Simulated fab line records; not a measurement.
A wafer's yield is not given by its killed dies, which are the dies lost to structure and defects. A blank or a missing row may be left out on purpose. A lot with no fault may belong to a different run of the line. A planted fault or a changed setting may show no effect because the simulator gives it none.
Which tool did it?    flow berkeley cmos170    14 lots, 42 wafers sampled, at 6 steps of a route of 331

== WHAT EACH GAUGE READ, for each wafer ==
UCB170_CONTACT_CD_MEAS_15 targets a cd of 700 nm.
lot   measured      on         cd nm (nm)
L231  day 6 18:48   cd sem-01  700.8 700.3 700.5
L230  day 6 19:02   cd sem-02  701.4 700.9 701.2
L232  day 7 08:32   cd sem-02  698.3 700.0 698.7
L233  day 7 20:21   cd sem-01  700.9 701.8 703.1
L234  day 8 04:24   cd sem-01  698.5 700.1 698.6
L235  day 8 04:37   cd sem-01  699.6 700.3 699.6
L236  day 8 13:38   cd sem-02  699.6 699.4 698.7
L244  day 10 10:46  cd sem-01  701.7 701.4 700.8
L246  day 10 11:02  cd sem-02  700.6 702.0 703.1
L245  day 10 15:03  cd sem-02  699.2 698.7 697.8
L249  day 10 16:25  cd sem-01  699.5 700.8 700.2
L252  day 11 11:08  cd sem-01  700.5 700.0 698.4
L250  day 11 11:56  cd sem-01  700.7 700.5 700.7
L253  day 12 05:55  cd sem-01  698.8 700.2 701.0

UCB170_CONTACT_OVL_MEAS_16.
lot   measured      on          CONTACT_OVL (nm)
L231  day 6 18:55   overlay-01  -12 -12 -13
L230  day 6 19:10   overlay-02  -8 -11 -11
L232  day 7 08:37   overlay-02  -8 -5 -12
L233  day 7 20:28   overlay-01  7 5 3
L234  day 8 04:30   overlay-01  3 2 2
L235  day 8 04:43   overlay-01  -11 -8 -14
L236  day 8 13:45   overlay-01  0 4 3
L244  day 10 10:52  overlay-01  -7 -5 1
L246  day 10 11:08  overlay-02  3 0 8
L245  day 10 15:10  overlay-01  -2 3 -1
L249  day 10 16:32  overlay-02  0 4 -4
L252  day 11 11:15  overlay-02  3 5 -7
L250  day 11 12:03  overlay-01  -8 -4 -12
L253  day 12 06:02  overlay-01  4 -2 -2

UCB170_M3_CD_MEAS_90 targets a cd of 700 nm.
lot   measured      on         cd nm (nm)
L231  day 7 14:40   cd sem-02  689 698 692
L230  day 7 15:57   cd sem-01  698 698 698
L232  day 8 05:34   cd sem-02  699 694 697
L233  day 8 15:52   cd sem-02  699 698 699
L234  day 9 02:09   cd sem-01  701 704 702
L235  day 9 02:32   cd sem-01  698 695 705
L236  day 9 09:28   cd sem-02  702 699 703
L244  day 11 04:53  cd sem-02  691 691 698
L246  day 11 05:09  cd sem-02  700 697 697
L245  day 11 11:00  cd sem-01  688 699 699
L249  day 11 11:16  cd sem-01  706 702 696
L252  day 12 05:40  cd sem-01  705 693 705
L250  day 12 06:02  cd sem-01  701 694 702
L253  day 12 23:37  cd sem-01  707 699 698

== EACH LOT AND THE TOOL THAT RAN IT (in order: tool; ch and the chambers of the sampled wafers; start) ==
lot   UCB170_CONTACT_STRIP_19               UCB170_M3_METAL_ETCH_18            UCB170_M3_STRIP_19
L231  plasma asher-01 ch 0,1, day 6 19:07   rie metal-01 ch 0,1, day 7 14:23   plasma asher-01 ch 0,1, day 7 14:34
L230  plasma asher-04 ch 0,1, day 6 19:22   rie metal-04 ch 0,1, day 7 15:40   plasma asher-02 ch 0, day 7 15:51
L232  plasma asher-04 ch 0,1, day 7 08:50   rie metal-01 ch 0,1, day 8 05:17   plasma asher-01 ch 0,1, day 8 05:27
L233  plasma asher-02 ch 1, day 7 20:39     rie metal-01 ch 0,1, day 8 15:34   plasma asher-01 ch 0, day 8 15:45
L234  plasma asher-04 ch 0,1, day 8 04:42   rie metal-04 ch 1, day 9 01:51     plasma asher-01 ch 0,1, day 9 02:02
L235  plasma asher-02 ch 0,1, day 8 04:56   rie metal-02 ch 0,1, day 9 02:11   plasma asher-01 ch 0,1, day 9 02:20
L236  plasma asher-02 ch 0,1, day 8 13:57   rie metal-04 ch 0,1, day 9 09:11   plasma asher-02 ch 0,1, day 9 09:22
L244  plasma asher-04 ch 0,1, day 10 11:04  rie metal-01 ch 0,1, day 11 04:34  plasma asher-03 ch 1, day 11 04:46
L246  plasma asher-01 ch 0, day 10 11:20    rie metal-04 ch 0,1, day 11 04:51  plasma asher-01 ch 0,1, day 11 05:02
L245  plasma asher-02 ch 0,1, day 10 15:22  rie metal-01 ch 0,1, day 11 10:29  plasma asher-01 ch 0,1, day 11 10:40
L249  plasma asher-04 ch 0,1, day 10 16:43  rie metal-04 ch 0,1, day 11 10:50  plasma asher-03 ch 0,1, day 11 11:02
L252  plasma asher-01 ch 0,1, day 11 11:26  rie metal-04 ch 0,1, day 12 05:22  plasma asher-02 ch 0,1, day 12 05:32
L250  plasma asher-04 ch 0,1, day 11 12:15  rie metal-02 ch 0,1, day 12 05:44  plasma asher-03 ch 0,1, day 12 05:55
L253  plasma asher-04 ch 0,1, day 12 06:14  rie metal-02 ch 0,1, day 12 23:19  plasma asher-03 ch 0,1, day 12 23:31
- UCB170_CONTACT_STRIP_19: strips in O2.
- UCB170_M3_METAL_ETCH_18: etches Al in Cl2/BCl3, stops on SiO2, target depth 1170 nm, time 195 s.
- UCB170_M3_STRIP_19: strips in O2.

== AS READ BY THE TOOLS THEMSELVES (means over the sampled wafers that have a number; for cases with no such wafer, the mark the record gives instead) ==
UCB170_CONTACT_STRIP_19.
lot   tool             drypump motor current A (A)  oes product au (a.u.)
L231  plasma asher-01  5.1                          0.725
L230  plasma asher-04  6.6                          0.724
L232  plasma asher-04  6.6                          0.725
L233  plasma asher-02  6.4                          0.725
L234  plasma asher-04  6.5                          0.724
L235  plasma asher-02  5.9                          0.726
L236  plasma asher-02  5.9                          0.726
L244  plasma asher-04  6.5                          0.723
L246  plasma asher-01  5.9                          0.733
L245  plasma asher-02  5.9                          0.729
L249  plasma asher-04  6.6                          0.727
L252  plasma asher-01  5.5                          0.722
L250  plasma asher-04  6.6                          0.729
L253  plasma asher-04  6.5                          0.725

UCB170_M3_METAL_ETCH_18.
lot   tool          drypump motor current A (A)  oes product au (a.u.)  throttle valve pct (%)
L231  rie metal-01  5.41                         0.882                  24.20
L230  rie metal-04  5.51                         0.852                  24.48
L232  rie metal-01  5.29                         0.889                  24.10
L233  rie metal-01  5.30                         0.881                  24.11
L234  rie metal-04  5.60                         0.874                  24.55
L235  rie metal-02  5.94                         0.839                  24.22
L236  rie metal-04  5.49                         0.876                  24.57
L244  rie metal-01  5.30                         0.818                  24.13
L246  rie metal-04  5.50                         0.870                  24.57
L245  rie metal-01  5.41                         0.844                  24.22
L249  rie metal-04  5.42                         0.868                  24.58
L252  rie metal-04  5.40                         0.875                  24.58
L250  rie metal-02  5.76                         0.846                  24.38
L253  rie metal-02  5.95                         0.840                  24.26

UCB170_M3_STRIP_19.
lot   tool             drypump motor current A (A)  oes product au (a.u.)
L231  plasma asher-01  5.1                          0.542
L230  plasma asher-02  5.6                          0.508
L232  plasma asher-01  5.5                          0.565
L233  plasma asher-01  5.9                          0.558
L234  plasma asher-01  5.1                          0.504
L235  plasma asher-01  5.1                          0.543
L236  plasma asher-02  6.2                          0.517
L244  plasma asher-03  5.8                          0.443
L246  plasma asher-01  5.1                          0.519
L245  plasma asher-01  5.5                          0.488
L249  plasma asher-03  5.3                          0.535
L252  plasma asher-02  5.9                          0.521
L250  plasma asher-03  5.3                          0.551
L253  plasma asher-03  5.5                          0.544

== THE ANSWER, worked out from the rows above alone ==
Rule: what is usual is taken from the lots themselves. Put in order of their means at a reading, lots are off if they are a third of the lots or fewer, leave a main group of 4 or more, and stand apart from it by a gap of 3 or more times the standard deviation of the main group's means; of several such gaps the widest counts. A main group whose means are all the same, to the digits that the tables above print for the reading, isn't used. A lot without any number at a reading at which 4 lots or more have one is off too. Any other lot the step has rows for is counted as sound. First the gauges in route order, then the tools' own readings, where a lot's mean is used as printed above. At the first step where some lot is off, the reading lying furthest off is the one used; lots without a number count as furthest.
Nothing can be told from this: no lot is off at any reading shown.

== WHAT THE SIMULATOR PUT IN ==
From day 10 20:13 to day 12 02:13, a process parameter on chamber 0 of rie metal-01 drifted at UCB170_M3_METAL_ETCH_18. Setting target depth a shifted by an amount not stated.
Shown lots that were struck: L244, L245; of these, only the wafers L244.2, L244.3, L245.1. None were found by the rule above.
